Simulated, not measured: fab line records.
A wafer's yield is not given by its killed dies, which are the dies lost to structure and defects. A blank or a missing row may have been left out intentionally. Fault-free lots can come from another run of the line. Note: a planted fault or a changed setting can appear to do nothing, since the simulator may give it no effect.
Check for tools in common / flow berkeley-cmos170 / Lots sampled 14, wafers sampled 42

== WHAT PROMPTED THE OPENING ==
Of 14 lots, 2 have the reading SACOX_OXIDE_THK flagged at UCB170_SACOX_THK_MEAS_02. Wafers without a fault read 14.34 nm, standard deviation 0.22.
Rule: a lot is flagged in two cases, either no wafer of it has a number, or all its wafers with numbers fall more than 4 standard deviations from that mean. As for the other lots, they are considered sound.

lot=L251; measured=day 5 08:54; on=film-metro-02; SACOX_OXIDE_THK (nm), wafer by wafer=14.24 14.33 14.20; flag=
lot=L252; measured=day 5 15:35; on=film-metro-01; SACOX_OXIDE_THK (nm), wafer by wafer=14.39 14.28 14.53; flag=
lot=L256; measured=day 6 14:26; on=film-metro-01; SACOX_OXIDE_THK (nm), wafer by wafer=22.77 22.73 23.04; flag=FLAGGED
lot=L258; measured=day 6 21:49; on=film-metro-02; SACOX_OXIDE_THK (nm), wafer by wafer=22.46 22.26 22.54; flag=FLAGGED
lot=L262; measured=day 7 16:20; on=film-metro-01; SACOX_OXIDE_THK (nm), wafer by wafer=14.65 14.34 14.63; flag=
lot=L263; measured=day 7 23:17; on=film-metro-01; SACOX_OXIDE_THK (nm), wafer by wafer=13.90 14.00 14.05; flag=
lot=L264; measured=day 7 23:18; on=film-metro-03; SACOX_OXIDE_THK (nm), wafer by wafer=14.13 14.06 13.97; flag=
lot=L266; measured=day 8 07:33; on=film-metro-01; SACOX_OXIDE_THK (nm), wafer by wafer=14.22 14.36 14.02; flag=
lot=L267; measured=day 8 07:34; on=film-metro-02; SACOX_OXIDE_THK (nm), wafer by wafer=14.60 14.47 14.22; flag=
lot=L268; measured=day 8 20:53; on=film-metro-01; SACOX_OXIDE_THK (nm), wafer by wafer=14.73 14.68 14.62; flag=
lot=L269; measured=day 9 04:25; on=film-metro-02; SACOX_OXIDE_THK (nm), wafer by wafer=14.51 14.01 14.24; flag=
lot=L270; measured=day 9 12:10; on=film-metro-02; SACOX_OXIDE_THK (nm), wafer by wafer=14.32 14.43 14.23; flag=
lot=L272; measured=day 9 12:14; on=film-metro-03; SACOX_OXIDE_THK (nm), wafer by wafer=14.18 14.06 14.00; flag=
lot=L273; measured=day 9 23:23; on=film-metro-01; SACOX_OXIDE_THK (nm), wafer by wafer=14.44 14.84 14.38; flag=
The numbers of the flagged lots are 22.63 nm on average: +8.29 nm against the usual, or +38 standard deviations.

== WHICH TOOL EACH LOT WENT THROUGH ==
The record holds 1 process step before the reading, out of a route of 331 steps. Cell contents, in order: the tool; ch with the chambers the sampled wafers went through; the start.
lot=L251; flag=; UCB170_SACOX_OXIDATION_01=furnace-03 ch 0, day 5 07:13
lot=L252; flag=; UCB170_SACOX_OXIDATION_01=furnace-01 ch 0, day 5 13:55
lot=L256; flag=FLAGGED; UCB170_SACOX_OXIDATION_01=furnace-01 ch 0, day 6 09:35
lot=L258; flag=FLAGGED; UCB170_SACOX_OXIDATION_01=furnace-03 ch 0, day 6 16:17
lot=L262; flag=; UCB170_SACOX_OXIDATION_01=furnace-04 ch 0, day 7 14:40
lot=L263; flag=; UCB170_SACOX_OXIDATION_01=furnace-04 ch 0, day 7 21:35
lot=L264; flag=; UCB170_SACOX_OXIDATION_01=furnace-04 ch 0, day 7 21:35
lot=L266; flag=; UCB170_SACOX_OXIDATION_01=furnace-01 ch 0, day 8 05:53
lot=L267; flag=; UCB170_SACOX_OXIDATION_01=furnace-01 ch 0, day 8 05:53
lot=L268; flag=; UCB170_SACOX_OXIDATION_01=furnace-03 ch 0, day 8 19:13
lot=L269; flag=; UCB170_SACOX_OXIDATION_01=furnace-01 ch 0, day 9 02:45
lot=L270; flag=; UCB170_SACOX_OXIDATION_01=furnace-03 ch 0, day 9 10:30
lot=L272; flag=; UCB170_SACOX_OXIDATION_01=furnace-03 ch 0, day 9 10:30
lot=L273; flag=; UCB170_SACOX_OXIDATION_01=furnace-03 ch 0, day 9 21:42
These steps, and what they do:
- UCB170_SACOX_OXIDATION_01: target thk 14.4 nm, ox time 2400 s.
- UCB170_SACOX_THK_MEAS_02

== FLAGGED AGAINST TOTAL, ONE TOOL AT A TIME (gauges that did the reading follow at the end) ==
step=UCB170_SACOX_OXIDATION_01; tool=furnace-01; lots run=5; flagged=1; share of the flagged lots=some; sound lots run after its first flagged lot=3 (L266,L267,L269)
step=UCB170_SACOX_OXIDATION_01; tool=furnace-03; lots run=6; flagged=1; share of the flagged lots=some; sound lots run after its first flagged lot=4 (L268,L270,L272,L273)
step=UCB170_SACOX_OXIDATION_01; tool=furnace-04; lots run=3; flagged=0; share of the flagged lots=none; sound lots run after its first flagged lot=-
step=UCB170_SACOX_THK_MEAS_02; tool=film-metro-01; lots run=7; flagged=1; share of the flagged lots=some; sound lots run after its first flagged lot=5 (L262,L263,L266,L268,L273)
step=UCB170_SACOX_THK_MEAS_02; tool=film-metro-02; lots run=5; flagged=1; share of the flagged lots=some; sound lots run after its first flagged lot=3 (L267,L269,L270)
step=UCB170_SACOX_THK_MEAS_02; tool=film-metro-03; lots run=2; flagged=0; share of the flagged lots=none; sound lots run after its first flagged lot=-

== WHAT THE TABLE ALLOWS ==
No row of the table ran every flagged lot.

== WHAT THE SIMULATOR HAD PUT IN ==
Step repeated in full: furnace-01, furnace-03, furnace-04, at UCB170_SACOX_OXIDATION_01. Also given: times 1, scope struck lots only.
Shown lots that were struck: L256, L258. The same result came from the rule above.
